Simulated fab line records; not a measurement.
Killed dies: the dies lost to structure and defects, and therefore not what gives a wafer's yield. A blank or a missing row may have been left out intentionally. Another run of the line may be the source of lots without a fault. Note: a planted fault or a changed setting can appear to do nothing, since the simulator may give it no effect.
Struck lot and sound lot, side by side / flow berkeley_cmos170 / 44 out of 331 route steps
Sound: the wafers L568.2, L568.5, L568.6. Struck: wafers L577.2, L577.3, L577.4. At the end, the cause is stated.
Order at every step that has rows: each side's tool, ch and its chambers, its first start. Under that, the readings that differ: sound wafers / struck wafers / difference of the means / sigmas: that difference in standard deviations of wafers without a fault.
alike: same words and numbers on both sides, and readings whose means sit less than 2 such deviations apart. not compared: any withheld reading, any reading some wafer has no value for, any bound like >300 that may hide the same value, and any number with overlapping values for which the record gives no deviation.
A row with sigmas, a row that says differs or no value, or rows on one side alone: a step with any of these is where the two part. When numbers do not overlap yet have no deviation, they are printed without sigmas and do not part them. Lack of a reading on every wafer of one side parts them only where that side has two or more wafers.

first, 1 step without rows for these wafers: UCB170_PLDD_IMPLANT_09.
UCB170_PLDD_STRIP_10: strips in O2.
  sound on plasma_asher-02 ch 0,1, day 9 07:58; struck on plasma_asher-02 ch 0,1, day 10 23:46
  alike: drypump_motor_current_A, o2_flow_sccm, oes_product_au, strip_time_to_endpoint_s
  not compared: rf_hours_counter_h
UCB170_PLDD_TW_MEAS_11:
  sound: film_metro-01 at day 9 08:04; struck: film_metro-02 at day 10 23:53
reading=PLDD_TW; sound=1011 1014 1011; struck=1027 1027 1030; difference=+16; sigmas=+2
then, 7 steps without rows for these wafers: UCB170_PLDD_CLEAN_12 (cleans in SPM, time 600 s); UCB170_NLDD_HMDS_00 (prime time 60 s); UCB170_NLDD_COAT_01 (resist thk 900 nm); UCB170_NLDD_SOFTBAKE_02 (time 60 s); UCB170_NLDD_EXPOSE_03 (exposes mask NSELECT, target cd 1200 nm); UCB170_NLDD_PEB_04; UCB170_NLDD_DEVELOP_05 (develop time 45 s).
UCB170_NLDD_CD_MEAS_06: target cd 1200 nm.
  sound: cd_sem-01 at day 9 09:37; struck: cd_sem-02 at day 11 01:44
  alike: cd_nm
UCB170_NLDD_OVL_MEAS_07:
  sound: overlay-02 at day 9 09:43; struck: overlay-01 at day 11 01:51
  alike: NLDD_OVL
UCB170_NLDD_IMPLANT_08:
  sound on implanter-03 ch 0, day 9 09:47; struck on implanter-03 ch 0, day 11 01:54
reading=dose_ions_cm2; sound=4.991e+13 4.999e+13 5.002e+13; struck=2.762e+13 2.777e+13 2.77e+13; difference=-2.228e+13; sigmas=-99 or more
reading=faraday_current_uA; sound=157.5 157.3 161.4; struck=86.2 89.0 87.3; difference=-71.2; sigmas=-25
after that, 1 step had no rows for these wafers: UCB170_NLDD_IMPLANT_09.
UCB170_NLDD_STRIP_10: strips in O2.
  sound on plasma_asher-02 ch 0,1, day 9 10:03; struck on plasma_asher-02 ch 0,1, day 11 02:11
  alike: drypump_motor_current_A, o2_flow_sccm, oes_product_au, strip_time_to_endpoint_s
  not compared: rf_hours_counter_h
UCB170_NLDD_TW_MEAS_11:
  sound: film_metro-03 at day 9 10:10; struck: film_metro-03 at day 11 02:17
reading=NLDD_TW; sound=2211 2212 2228; struck=2089 2092 2070; difference=-133; sigmas=-10
then, 1 step without rows for these wafers: UCB170_NLDD_CLEAN_12 (cleans in SPM, time 600 s).
UCB170_SPACER_CVD_00: deposits SiO2 from TEOS/O2, target thk 376 nm, time 47 s.
  sound on pecvd-04 ch 0,1,2, day 9 10:23; struck on pecvd-02 ch 0,1,2, day 11 02:31
  alike: heater_power_w, susceptor_temp_C
UCB170_SPACER_THK_MEAS_01:
  sound: film_metro-04 at day 9 10:26; struck: film_metro-04 at day 11 02:34
  alike: SPACER_TEOS_THK
then, 1 step without rows for these wafers: UCB170_SPACER_ANNEAL_02 (time 1800 s).
UCB170_SPACER_ETCHBACK_03: etches SiO2 in CHF3/CF4/Ar, stops on Si, target depth 376 nm, time 100 s.
  sound on rie_diel-04 ch 0,1, day 9 15:40; struck on rie_diel-03 ch 1,2,3, day 11 08:41
  alike: drypump_motor_current_A, oes_product_au, throttle_valve_pct
  not compared: rf_hours_counter_h
then, 6 steps without rows for these wafers: UCB170_PSD_HMDS_00 (prime time 60 s); UCB170_PSD_COAT_01 (resist thk 900 nm); UCB170_PSD_SOFTBAKE_02 (time 60 s); UCB170_PSD_EXPOSE_03 (exposes mask PSELECT MOD, target cd 1200 nm); UCB170_PSD_PEB_04; UCB170_PSD_DEVELOP_05 (develop time 45 s).
UCB170_PSD_CD_MEAS_06: target cd 1200 nm.
  sound: cd_sem-02 at day 9 16:53; struck: cd_sem-02 at day 11 10:05
  alike: cd_nm
UCB170_PSD_OVL_MEAS_07:
  sound: overlay-01 at day 9 16:59; struck: overlay-02 at day 11 10:12
  alike: PSD_OVL
after that, 1 step had no rows for these wafers: UCB170_PSD_IMPLANT_08.
UCB170_PSD_STRIP_09: strips in O2.
  sound on plasma_asher-04 ch 0,1, day 9 17:10; struck on plasma_asher-01 ch 0,1, day 11 10:23
  alike: drypump_motor_current_A, o2_flow_sccm, oes_product_au, strip_time_to_endpoint_s
  not compared: rf_hours_counter_h
UCB170_PSD_TW_MEAS_10:
  sound: film_metro-02 at day 9 17:17; struck: film_metro-03 at day 11 10:29
  alike: PSD_TW
then, 7 steps without rows for these wafers: UCB170_PSD_CLEAN_11 (cleans in SPM, time 600 s); UCB170_NSD_HMDS_00 (prime time 60 s); UCB170_NSD_COAT_01 (resist thk 907.9 nm); UCB170_NSD_SOFTBAKE_02 (time 60 s); UCB170_NSD_EXPOSE_03 (exposes mask NSELECT MOD, target cd 1200 nm); UCB170_NSD_PEB_04; UCB170_NSD_DEVELOP_05 (develop time 45 s).
UCB170_NSD_CD_MEAS_06: target cd 1200 nm.
  sound: cd_sem-02 at day 9 18:29; struck: cd_sem-01 at day 11 13:42
  alike: cd_nm
UCB170_NSD_OVL_MEAS_07:
  sound: overlay-01 at day 9 18:36; struck: overlay-01 at day 11 13:48
  alike: NSD_OVL
after that, 1 step had no rows for these wafers: UCB170_NSD_IMPLANT_08.
UCB170_SDANNEAL_RS_MEAS_05: measurement is done with a four-point probe.
  sound: film_metro-01 at day 9 20:25; struck: film_metro-03 at day 11 16:28
reading=NLDD_RS (ohm/sq); sound=616.5 614.7 614.1; struck=727.7 728.9 728.7; difference=+113.3; sigmas=+71
UCB170_M3_PROBE_99:
  sound: prober-01 at day 10 18:05; struck: prober-01 at day 12 15:55
reading=model.etest.nldd.line_ohm_um; sound=1241 1230 1249; struck=1534 1494 1490; difference=+266; sigmas=
reading=model.etest.nldd.rs_ohm_sq; sound=766.2 767.7 767; struck=947 940.2 941.2; difference=+176; sigmas=
reading=model.etest.nmos_0p35.r_on_ohm_um; sound=1459 1486 1473; struck=1544 1527 1530; difference=+61; sigmas=
reading=model.etest.nmos_0p6.r_on_ohm_um; sound=2296 2317 2312; struck=2356 2362 2359; difference=+51; sigmas=
reading=model.etest.nmos_0p35.overlap_ff_um; sound=0.2645 0.2638 0.2629; struck=0.2697 0.2716 0.2697; difference=+0.0066; sigmas=
  not compared: model.etest.nmos_turned.overlap_ff_um

## WHERE THEY PART
At UCB170_PLDD_TW_MEAS_11 first; at UCB170_SDANNEAL_RS_MEAS_05 last (within this record only).

WHY: the cause the simulator had injected
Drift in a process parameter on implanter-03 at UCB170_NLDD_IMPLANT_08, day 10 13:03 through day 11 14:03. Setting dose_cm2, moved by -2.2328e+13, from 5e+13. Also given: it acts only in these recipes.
